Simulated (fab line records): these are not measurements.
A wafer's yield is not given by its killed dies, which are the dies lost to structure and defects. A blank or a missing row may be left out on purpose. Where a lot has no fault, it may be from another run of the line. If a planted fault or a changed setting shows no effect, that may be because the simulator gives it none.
fab line records	flow rit-cmos	part 1 of 2: steps 1 to 27 of 39
record lots=5	wafers=15	last-day=7
route steps=202 shown PWELL@49 WELLDRIVE@50 NWELL@51 NRETRO@53 PRETRO@64 GATE@75 FOX2@80
lots with no fault: from the same line, run without faults
start-h: hours from the record's opening day to when the first of the lot's shown wafers began	wait-h: time in hours since the lot's previous step	" identical to the entry in the row above	L1.1+2: a single row standing in for several wafers	- no value, or no start was given	* or withheld: withheld	< > ~ a bound
route shown NAME@n: names a module that has steps shown in the file, with the first one's number in the route	usual: mean/standard deviation taken from wafers without a fault	same: alike in all rows	chamber/n: place in a boat	sites: per-site readings	_std_site: their standard deviation	_edge_site: mean of outer sites minus mean of inner sites	radius-mm: how far each site lies from the wafer's centre	mask NAME#n: copy n	behind: tool/chamber where the wafer was last shaped	hold: why the lot went on hold/how many hours it stayed there/how the hold came to an end	device: the transistor (n, p or np) that didn't switch	end of line: the route-end tests of the same wafers	step lacking rows: just its recipe	killed: dies that structure and defects cost at the first sort, which is not the same as the wafer's yield	map: per-die view of a wafer (x killed, . not killed, _ where there is no die)
set.NAME: the setting as run; set.NAME@STEP: as run at that earlier step	model.NAME: the simulator's own value behind a step, which no gauge read
lots at some steps of the route; a table a step, a row a wafer
services: the hour from which a tool's chamber was out of use, counted from the record's first day as start-h (under 0 if before that day), plus the number of hours and why
## steps
# step RIT_PWELL_TW_MEAS_10
# usual PWELL_TW=942/12
lot.wafer	tool	chamber	start-h	wait-h	PWELL_TW
L075.1	film-metro-03	-	34.63	0.1	950
L075.3	"	-	"	"	952
L075.5	"	-	"	"	951
L080.1	film-metro-02	-	62.41	0.1	930
L080.3	"	-	"	"	921
L080.6	"	-	"	"	930
L082.3	film-metro-02	-	66.40	0.1	929
L082.5	"	-	"	"	934
L082.6	"	-	"	"	935
L085.1	film-metro-02	-	82.96	0.1	938
L085.4	"	-	"	"	934
L085.5	"	-	"	"	935
L095.1	film-metro-02	-	130.04	0.1	939
L095.2	"	-	"	"	940
L095.3	"	-	"	"	932
# step RIT_WELLDRIVE_ANNEAL_00
# recipe temp-c=1100	time-s=14700	ambient=N2
# usual spike-tc-load-C=1126.6/2.1
lot.wafer	tool	chamber	start-h	wait-h	spike-tc-load-C
L075.1	furnace-03	0	35.74	1.1	1125.8
L075.3	"	0	"	"	1125.2
L075.5	"	0	"	"	1123.1
L080.1	furnace-02	0	62.47	0.1	1128.3
L080.3	"	0	"	"	1128.9
L080.6	"	0	"	"	1131.1
L082.3	furnace-04	0	66.61	0.2	1125.0
L082.5	"	0	"	"	1126.2
L082.6	"	0	"	"	1123.9
L085.1	furnace-03	0	83.02	0.1	1125.3
L085.4	"	0	"	"	1124.4
L085.5	"	0	"	"	1125.9
L095.1	furnace-04	0	130.10	0.1	1127.3
L095.2	"	0	"	"	1124.8
L095.3	"	0	"	"	1125.1
# step RIT_WELLDRIVE_RS_MEAS_01
# recipe thk-meas-gauge=four-point-probe
# usual NWELL_RS=275.4/0.78
lot.wafer	tool	chamber	start-h	wait-h	NWELL_RS[ohm/sq]
L075.1	film-metro-02	-	40.83	0.0	275.8
L075.3	"	-	"	"	275.9
L075.5	"	-	"	"	275.8
L080.1	film-metro-02	-	67.56	0.0	274.8
L080.3	"	-	"	"	275.3
L080.6	"	-	"	"	275.2
L082.3	film-metro-02	-	71.73	0.0	277.7
L082.5	"	-	"	"	276.1
L082.6	"	-	"	"	276.4
L085.1	film-metro-02	-	88.10	0.0	276.2
L085.4	"	-	"	"	276.1
L085.5	"	-	"	"	276.9
L095.1	film-metro-02	-	135.19	0.0	274.8
L095.2	"	-	"	"	275.0
L095.3	"	-	"	"	274.7
# step RIT_WELLDRIVE_RS_MEAS_02
# recipe thk-meas-gauge=four-point-probe
# usual PWELL_RS=429.2/1.3
lot.wafer	tool	chamber	start-h	wait-h	PWELL_RS[ohm/sq]
L075.1	film-metro-02	-	40.95	0.1	429.5
L075.3	"	-	"	"	428.9
L075.5	"	-	"	"	431.2
L080.1	film-metro-02	-	67.68	0.1	431.9
L080.3	"	-	"	"	430.5
L080.6	"	-	"	"	431.2
L082.3	film-metro-02	-	71.85	0.1	428.1
L082.5	"	-	"	"	427.8
L082.6	"	-	"	"	428.9
L085.1	film-metro-02	-	88.22	0.1	430.4
L085.4	"	-	"	"	430.1
L085.5	"	-	"	"	429.2
L095.1	film-metro-02	-	135.31	0.1	428.8
L095.2	"	-	"	"	428.4
L095.3	"	-	"	"	429.8
# step RIT_NRETRO_HMDS_00
# recipe prime-time-s=60	prime-temp-c=140
# usual exhaust-pa=45.2/0.99
lot.wafer	tool	chamber	start-h	wait-h	exhaust-pa
L075.1	litho-track-02	0	41.31	0.3	45.2
L075.3	"	0	"	"	45.0
L075.5	"	0	"	"	45.3
L080.1	litho-track-02	0	67.80	0.1	45.0
L080.3	"	0	"	"	45.9
L080.6	"	0	"	"	46.5
L082.3	litho-track-01	0	71.98	0.1	44.8
L082.5	"	0	"	"	45.4
L082.6	"	0	"	"	45.8
L085.1	litho-track-04	0	88.34	0.1	45.6
L085.4	"	0	"	"	45.3
L085.5	"	0	"	"	44.9
L095.1	litho-track-02	0	135.43	0.1	44.5
L095.2	"	0	"	"	45.3
L095.3	"	0	"	"	44.7
# step RIT_NRETRO_COAT_01
# recipe resist=NOVOLAK	spin-rpm=2000	resist-thk-nm=1300
# usual exhaust-pa=45.1/0.86
lot.wafer	tool	chamber	start-h	wait-h	exhaust-pa
L075.1	litho-track-02	0	41.46	0.1	46.7
L075.3	"	0	"	"	45.8
L075.5	"	0	"	"	45.4
L080.1	litho-track-02	0	67.95	0.1	46.3
L080.3	"	0	"	"	46.2
L080.6	"	0	"	"	46.0
L082.3	litho-track-01	0	72.13	0.1	44.5
L082.5	"	0	"	"	44.7
L082.6	"	0	"	"	44.4
L085.1	litho-track-04	0	88.49	0.1	44.9
L085.4	"	0	"	"	44.8
L085.5	"	0	"	"	44.3
L095.1	litho-track-02	0	135.58	0.1	45.3
L095.2	"	0	"	"	45.8
L095.3	"	0	"	"	45.6
# step RIT_NRETRO_SOFTBAKE_02
# recipe resist=NOVOLAK	temp-c=90	time-s=60
# usual exhaust-pa=44.8/0.91
lot.wafer	tool	chamber	start-h	wait-h	exhaust-pa
L075.1	litho-track-02	0	41.61	0.1	43.4
L075.3	"	0	"	"	43.6
L075.5	"	0	"	"	42.3
L080.1	litho-track-02	0	68.10	0.1	44.5
L080.3	"	0	"	"	44.4
L080.6	"	0	"	"	44.1
L082.3	litho-track-01	0	72.28	0.1	44.8
L082.5	"	0	"	"	45.1
L082.6	"	0	"	"	44.4
L085.1	litho-track-04	0	88.64	0.1	44.0
L085.4	"	0	"	"	44.7
L085.5	"	0	"	"	44.0
L095.1	litho-track-02	0	135.73	0.1	44.8
L095.2	"	0	"	"	45.1
L095.3	"	0	"	"	44.7
# step RIT_NRETRO_EXPOSE_03
# recipe mask-id=M4	na=0.57	target-cd-nm=43900	dose-mj=250
# same na=0.57
lot.wafer	tool	chamber	start-h	wait-h	mask
L075.1+3+5	iline-stepper-01	0	41.76	0.1	M4#0
L080.1+3+6	iline-stepper-01	0	68.37	0.2	M4#0
L082.3+5+6	iline-stepper-02	0	72.55	0.2	M4#0
L085.1+4+5	iline-stepper-01	0	88.79	0.1	M4#0
L095.1+2+3	iline-stepper-02	0	135.88	0.1	M4#0
# step RIT_NRETRO_PEB_04
# recipe resist=NOVOLAK	temp-c=withheld	time-s=withheld
# usual exhaust-pa=45.1/0.92
lot.wafer	tool	chamber	start-h	wait-h	exhaust-pa
L075.1	litho-track-04	0	41.87	0.1	45.8
L075.3	"	0	"	"	46.3
L075.5	"	0	"	"	45.9
L080.1	litho-track-01	0	68.49	0.1	45.4
L080.3	"	0	"	"	44.7
L080.6	"	0	"	"	44.9
L082.3	litho-track-02	0	72.67	0.1	44.1
L082.5	"	0	"	"	45.3
L082.6	"	0	"	"	44.3
L085.1	litho-track-04	0	88.91	0.1	44.3
L085.4	"	0	"	"	45.5
L085.5	"	0	"	"	45.6
L095.1	litho-track-04	0	135.99	0.1	44.1
L095.2	"	0	"	"	44.8
L095.3	"	0	"	"	45.2
# step RIT_NRETRO_DEVELOP_05
# recipe resist=NOVOLAK	develop-time-s=68	dev-temp-c=23
# usual exhaust-pa=44.8/0.82
lot.wafer	tool	chamber	start-h	wait-h	exhaust-pa
L075.1	litho-track-04	0	-	-	44.9
L075.3	"	0	"	"	45.1
L075.5	"	0	"	"	44.9
L080.1	litho-track-01	0	-	-	45.7
L080.3	"	0	"	"	43.6
L080.6	"	0	"	"	44.4
L082.3	litho-track-02	0	-	-	44.8
L082.5	"	0	"	"	44.7
L082.6	"	0	"	"	43.9
L085.1	litho-track-04	0	-	-	44.6
L085.4	"	0	"	"	45.0
L085.5	"	0	"	"	45.1
L095.1	litho-track-04	0	-	-	45.9
L095.2	"	0	"	"	46.9
L095.3	"	0	"	"	45.9
# step RIT_NRETRO_OVL_MEAS_06
# usual NRETRO_OVL=0.5/1.5
lot.wafer	tool	chamber	start-h	wait-h	NRETRO_OVL[nm]
L075.1	overlay-02	-	42.19	-	0.5
L075.3	"	-	"	"	0.8
L075.5	"	-	"	"	1.8
L080.1	overlay-02	-	68.80	-	0.9
L080.3	"	-	"	"	-1.2
L080.6	"	-	"	"	2.4
L082.3	overlay-02	-	72.95	-	-0.2
L082.5	"	-	"	"	-2.7
L082.6	"	-	"	"	-1.0
L085.1	overlay-01	-	89.22	-	2.5
L085.4	"	-	"	"	4.7
L085.5	"	-	"	"	1.8
L095.1	overlay-02	-	136.31	-	-0.5
L095.2	"	-	"	"	-0.4
L095.3	"	-	"	"	-0.4
# step RIT_NRETRO_HARDBAKE_07
# recipe resist=NOVOLAK	temp-c=140	time-s=120
# usual exhaust-pa=45.0/0.93
lot.wafer	tool	chamber	start-h	wait-h	exhaust-pa
L075.1	litho-track-02	0	42.35	0.2	44.8
L075.3	"	0	"	"	46.4
L075.5	"	0	"	"	46.5
L080.1	litho-track-02	0	68.84	0.0	43.4
L080.3	"	0	"	"	44.3
L080.6	"	0	"	"	43.9
L082.3	litho-track-04	0	73.06	0.1	45.7
L082.5	"	0	"	"	45.3
L082.6	"	0	"	"	45.4
L085.1	litho-track-04	0	89.26	0.0	46.2
L085.4	"	0	"	"	44.3
L085.5	"	0	"	"	45.6
L095.1	litho-track-04	0	136.34	0.0	44.6
L095.2	"	0	"	"	44.6
L095.3	"	0	"	"	44.5
# step RIT_NRETRO_IMPLANT_08
# recipe species=P	energy-kev=70	dose-cm2=1e+13	tilt-deg=7
# usual beam-energy-keV=70.002/0.022	faraday-current-uA=31.7/0.69	tilt-deg=7.005/0.019
lot.wafer	tool	chamber	start-h	wait-h	beam-energy-keV	faraday-current-uA	tilt-deg
L075.1	implanter-03	0	42.60	0.2	69.996	31.5	7.031
L075.3	"	0	"	"	69.996	32.4	7.003
L075.5	"	0	"	"	69.997	31.9	7.007
L080.1	implanter-03	0	69.09	0.2	70.038	32.0	6.992
L080.3	"	0	"	"	70.027	32.0	6.980
L080.6	"	0	"	"	70.025	31.9	7.017
L082.3	implanter-02	0	73.27	0.2	69.992	31.7	6.995
L082.5	"	0	"	"	69.996	32.6	6.999
L082.6	"	0	"	"	70.022	31.3	7.014
L085.1	implanter-01	0	89.51	0.2	69.992	31.6	7.022
L085.4	"	0	"	"	70.020	30.5	7.037
L085.5	"	0	"	"	70.034	32.2	7.035
L095.1	implanter-01	0	136.59	0.2	70.045	30.8	6.991
L095.2	"	0	"	"	70.015	30.7	7.031
L095.3	"	0	"	"	70.053	32.2	6.989
# step RIT_NRETRO_STRIP_09
# recipe chemistry=O2	time-s=180	resist=NOVOLAK	platen-temp-c=withheld	power-w=500	pressure-mtorr=4000	o2-flow-sccm=4000
# usual drypump-motor-current-A=6.0/0.36	rf-refl-power-W=8.3/1.8
lot.wafer	tool	chamber	start-h	wait-h	drypump-motor-current-A	rf-hours-counter-h	rf-refl-power-W
L075.1	plasma-asher-03	0	42.75	0.1	5.7	37	9.6
L075.3	"	1	"	"	6.0	-	9.2
L075.5	"	1	"	"	6.0	-	9.0
L080.1	plasma-asher-03	0	69.24	0.1	5.7	40	9.3
L080.3	"	1	"	"	6.0	-	9.1
L080.6	"	0	"	"	5.7	-	9.6
L082.3	plasma-asher-02	1	73.43	0.1	5.7	-	5.1
L082.5	"	0	"	"	6.3	-	8.9
L082.6	"	1	"	"	5.7	-	5.1
L085.1	plasma-asher-04	1	89.66	0.1	6.6	44	9.8
L085.4	"	1	"	"	6.6	-	9.4
L085.5	"	0	"	"	5.7	-	5.8
L095.1	plasma-asher-04	0	136.74	0.1	5.7	50	5.8
L095.2	"	1	"	"	6.7	50	9.9
L095.3	"	0	"	"	5.7	-	5.9
# step RIT_NRETRO_TW_MEAS_10
# usual NRETRO_TW=1052/12
lot.wafer	tool	chamber	start-h	wait-h	NRETRO_TW
L075.1	film-metro-04	-	42.93	0.1	1056
L075.3	"	-	"	"	1056
L075.5	"	-	"	"	1058
L080.1	film-metro-01	-	69.41	0.1	1041
L080.3	"	-	"	"	1032
L080.6	"	-	"	"	1036
L082.3	film-metro-04	-	73.57	0.1	1051
L082.5	"	-	"	"	1051
L082.6	"	-	"	"	1056
L085.1	film-metro-04	-	89.83	0.1	1054
L085.4	"	-	"	"	1057
L085.5	"	-	"	"	1056
L095.1	film-metro-03	-	136.92	0.1	1067
L095.2	"	-	"	"	1068
L095.3	"	-	"	"	1070
# step RIT_PRETRO_HMDS_00
# recipe prime-time-s=60	prime-temp-c=140
# usual exhaust-pa=45.1/0.86
lot.wafer	tool	chamber	start-h	wait-h	exhaust-pa
L075.1	litho-track-03	0	42.99	0.1	44.5
L075.3	"	0	"	"	45.2
L075.5	"	0	"	"	45.6
L080.1	litho-track-03	0	69.55	0.1	46.4
L080.3	"	0	"	"	47.5
L080.6	"	0	"	"	45.5
L082.3	litho-track-02	0	73.66	0.1	45.8
L082.5	"	0	"	"	44.5
L082.6	"	0	"	"	45.2
L085.1	litho-track-01	0	89.89	0.1	44.0
L085.4	"	0	"	"	45.6
L085.5	"	0	"	"	44.6
L095.1	litho-track-02	0	136.98	0.1	45.6
L095.2	"	0	"	"	45.4
L095.3	"	0	"	"	45.7
# step RIT_PRETRO_COAT_01
# recipe resist=NOVOLAK	spin-rpm=2000	resist-thk-nm=1300
# usual exhaust-pa=44.8/0.91
lot.wafer	tool	chamber	start-h	wait-h	exhaust-pa
L075.1	litho-track-03	0	43.14	0.1	43.6
L075.3	"	0	"	"	43.4
L075.5	"	0	"	"	44.0
L080.1	litho-track-03	0	69.70	0.1	44.9
L080.3	"	0	"	"	43.5
L080.6	"	0	"	"	44.9
L082.3	litho-track-02	0	73.81	0.1	43.2
L082.5	"	0	"	"	44.9
L082.6	"	0	"	"	43.5
L085.1	litho-track-01	0	90.04	0.1	43.7
L085.4	"	0	"	"	45.5
L085.5	"	0	"	"	45.8
L095.1	litho-track-02	0	137.13	0.1	44.4
L095.2	"	0	"	"	44.3
L095.3	"	0	"	"	44.4
# step RIT_PRETRO_SOFTBAKE_02
# recipe resist=NOVOLAK	temp-c=90	time-s=60
# usual exhaust-pa=44.9/1
lot.wafer	tool	chamber	start-h	wait-h	exhaust-pa
L075.1	litho-track-03	0	43.29	0.1	45.4
L075.3	"	0	"	"	45.4
L075.5	"	0	"	"	45.5
L080.1	litho-track-03	0	69.85	0.1	43.2
L080.3	"	0	"	"	43.7
L080.6	"	0	"	"	43.2
L082.3	litho-track-02	0	73.96	0.1	46.3
L082.5	"	0	"	"	45.3
L082.6	"	0	"	"	46.4
L085.1	litho-track-01	0	90.19	0.1	44.0
L085.4	"	0	"	"	47.0
L085.5	"	0	"	"	44.9
L095.1	litho-track-02	0	137.28	0.1	44.1
L095.2	"	0	"	"	44.3
L095.3	"	0	"	"	43.8
# step RIT_PRETRO_EXPOSE_03
# recipe mask-id=M5	na=0.57	target-cd-nm=43700	dose-mj=250
# same na=0.57
lot.wafer	tool	chamber	start-h	wait-h	mask
L075.1+3+5	iline-stepper-01	0	43.56	0.2	M5#0
L080.1+3+6	iline-stepper-01	0	70.00	0.1	M5#0
L082.3+5+6	iline-stepper-01	0	74.10	0.1	M5#0
L085.1+4+5	iline-stepper-02	0	90.34	0.1	M5#0
L095.1+2+3	iline-stepper-01	0	137.55	0.2	M5#0
# step RIT_PRETRO_PEB_04
# recipe resist=NOVOLAK	temp-c=withheld	time-s=withheld
# usual exhaust-pa=45.0/0.83
lot.wafer	tool	chamber	start-h	wait-h	exhaust-pa
L075.1	litho-track-01	0	43.68	0.1	45.0
L075.3	"	0	"	"	45.4
L075.5	"	0	"	"	45.7
L080.1	litho-track-02	0	70.11	0.1	45.0
L080.3	"	0	"	"	45.4
L080.6	"	0	"	"	45.2
L082.3	litho-track-03	0	74.23	0.1	46.1
L082.5	"	0	"	"	46.2
L082.6	"	0	"	"	45.3
L085.1	litho-track-02	0	90.46	0.1	44.6
L085.4	"	0	"	"	45.9
L085.5	"	0	"	"	45.3
L095.1	litho-track-01	0	137.67	0.1	45.3
L095.2	"	0	"	"	44.5
L095.3	"	0	"	"	43.5
# step RIT_PRETRO_DEVELOP_05
# recipe resist=NOVOLAK	develop-time-s=68	dev-temp-c=23
# usual exhaust-pa=45.1/0.89
lot.wafer	tool	chamber	start-h	wait-h	exhaust-pa
L075.1	litho-track-01	0	-	-	43.9
L075.3	"	0	"	"	45.4
L075.5	"	0	"	"	44.9
L080.1	litho-track-02	0	-	-	45.8
L080.3	"	0	"	"	44.9
L080.6	"	0	"	"	45.7
L082.3	litho-track-03	0	-	-	43.5
L082.5	"	0	"	"	43.9
L082.6	"	0	"	"	44.6
L085.1	litho-track-02	0	-	-	46.5
L085.4	"	0	"	"	46.9
L085.5	"	0	"	"	45.6
L095.1	litho-track-01	0	-	-	46.6
L095.2	"	0	"	"	45.4
L095.3	"	0	"	"	44.7
# step RIT_PRETRO_OVL_MEAS_06
# usual PRETRO_OVL=-0.8/1.3
lot.wafer	tool	chamber	start-h	wait-h	PRETRO_OVL[nm]
L075.1	overlay-01	-	43.99	-	-1.4
L075.3	"	-	"	"	-1.5
L075.5	"	-	"	"	-2.3
L080.1	overlay-01	-	70.43	-	-0.1
L080.3	"	-	"	"	0.3
L080.6	"	-	"	"	0.3
L082.3	overlay-02	-	74.50	-	-1.1
L082.5	"	-	"	"	-2.5
L082.6	"	-	"	"	-1.5
L085.1	overlay-02	-	90.77	-	0.7
L085.4	"	-	"	"	-1.5
L085.5	"	-	"	"	-0.2
L095.1	overlay-02	-	137.98	-	-0.3
L095.2	"	-	"	"	-2.7
L095.3	"	-	"	"	-1.6
# step RIT_PRETRO_HARDBAKE_07
# recipe resist=NOVOLAK	temp-c=140	time-s=120
# usual exhaust-pa=45.1/0.97
lot.wafer	tool	chamber	start-h	wait-h	exhaust-pa
L075.1	litho-track-01	0	44.03	0.0	44.3
L075.3	"	0	"	"	45.2
L075.5	"	0	"	"	44.5
L080.1	litho-track-03	0	70.46	0.0	45.1
L080.3	"	0	"	"	45.6
L080.6	"	0	"	"	46.4
L082.3	litho-track-02	0	74.78	0.3	44.8
L082.5	"	0	"	"	44.1
L082.6	"	0	"	"	44.2
L085.1	litho-track-03	0	90.81	0.0	45.7
L085.4	"	0	"	"	45.9
L085.5	"	0	"	"	46.5
L095.1	litho-track-01	0	138.02	0.0	45.8
L095.2	"	0	"	"	44.5
L095.3	"	0	"	"	45.0
# step RIT_PRETRO_IMPLANT_08
# recipe species=B	energy-kev=45	dose-cm2=1.2e+13	tilt-deg=7
# usual beam-energy-keV=44.998/0.012	faraday-current-uA=38.1/0.81	tilt-deg=6.995/0.019
lot.wafer	tool	chamber	start-h	wait-h	beam-energy-keV	faraday-current-uA	tilt-deg
L075.1	implanter-04	0	44.28	0.2	45.006	37.4	6.991
L075.3	"	0	"	"	44.993	38.3	7.016
L075.5	"	0	"	"	44.987	37.7	6.978
L080.1	implanter-04	0	70.71	0.2	44.976	38.2	6.999
L080.3	"	0	"	"	44.999	37.2	7.013
L080.6	"	0	"	"	44.978	38.3	7.008
L082.3	implanter-01	0	74.99	0.2	45.006	37.6	7.025
L082.5	"	0	"	"	45.001	38.1	7.037
L082.6	"	0	"	"	45.010	37.0	7.013
L085.1	implanter-02	0	91.06	0.2	45.017	38.4	7.016
L085.4	"	0	"	"	45.023	37.9	6.981
L085.5	"	0	"	"	45.022	38.2	6.989
L095.1	implanter-02	0	138.27	0.2	45.001	38.1	6.993
L095.2	"	0	"	"	45.010	39.1	6.975
L095.3	"	0	"	"	45.020	38.2	6.982
# step RIT_PRETRO_STRIP_09
# recipe chemistry=O2	time-s=180	resist=NOVOLAK	platen-temp-c=withheld	power-w=500	pressure-mtorr=4000	o2-flow-sccm=4000
# usual drypump-motor-current-A=5.9/0.36	rf-refl-power-W=7.9/2
lot.wafer	tool	chamber	start-h	wait-h	drypump-motor-current-A	rf-hours-counter-h	rf-refl-power-W
L075.1	plasma-asher-01	1	44.43	0.1	5.7	38	7.8
L075.3	"	1	"	"	5.7	-	8.0
L075.5	"	0	"	"	5.6	-	4.2
L080.1	plasma-asher-03	1	70.86	0.1	6.0	40	9.1
L080.3	"	1	"	"	5.9	-	9.1
L080.6	"	0	"	"	5.6	-	9.9
L082.3	plasma-asher-04	0	75.15	0.1	5.7	-	5.8
L082.5	"	1	"	"	6.6	-	9.9
L082.6	"	0	"	"	5.7	-	5.7
L085.1	plasma-asher-04	0	91.21	0.1	5.7	44	5.8
L085.4	"	1	"	"	6.6	-	9.4
L085.5	"	1	"	"	6.6	-	9.4
L095.1	plasma-asher-04	1	138.57	0.2	6.6	50	9.6
L095.2	"	0	"	"	5.8	50	5.7
L095.3	"	1	"	"	6.6	-	10.1
# step RIT_PRETRO_TW_MEAS_10
# usual PRETRO_TW=475/6.2
lot.wafer	tool	chamber	start-h	wait-h	PRETRO_TW
L075.1	film-metro-04	-	44.61	0.1	477
L075.3	"	-	"	"	476
L075.5	"	-	"	"	478
L080.1	film-metro-04	-	71.04	0.1	470
L080.3	"	-	"	"	470
L080.6	"	-	"	"	474
L082.3	film-metro-04	-	75.29	0.1	478
L082.5	"	-	"	"	478
L082.6	"	-	"	"	478
L085.1	film-metro-03	-	91.38	0.1	482
L085.4	"	-	"	"	479
L085.5	"	-	"	"	483
L095.1	film-metro-04	-	138.74	0.1	472
L095.2	"	-	"	"	470
L095.3	"	-	"	"	473
# step RIT_GATE_WET_ETCH_00
# recipe chemistry=BOE	target=SiO2	target-depth-nm=56	time-s=60	dry=n2-spin	dilution=10:1	temp-c=21.5
lot.wafer	tool	chamber	start-h	wait-h
L075.1+3+5	wet-bench-03	1	44.67	0.1
L080.1+3+6	wet-bench-03	2	71.10	0.1
L082.3+5+6	wet-bench-03	3	75.33	0.0
L085.1+4+5	wet-bench-03	3	91.44	0.1
L095.1+2+3	wet-bench-01	1	138.80	0.1
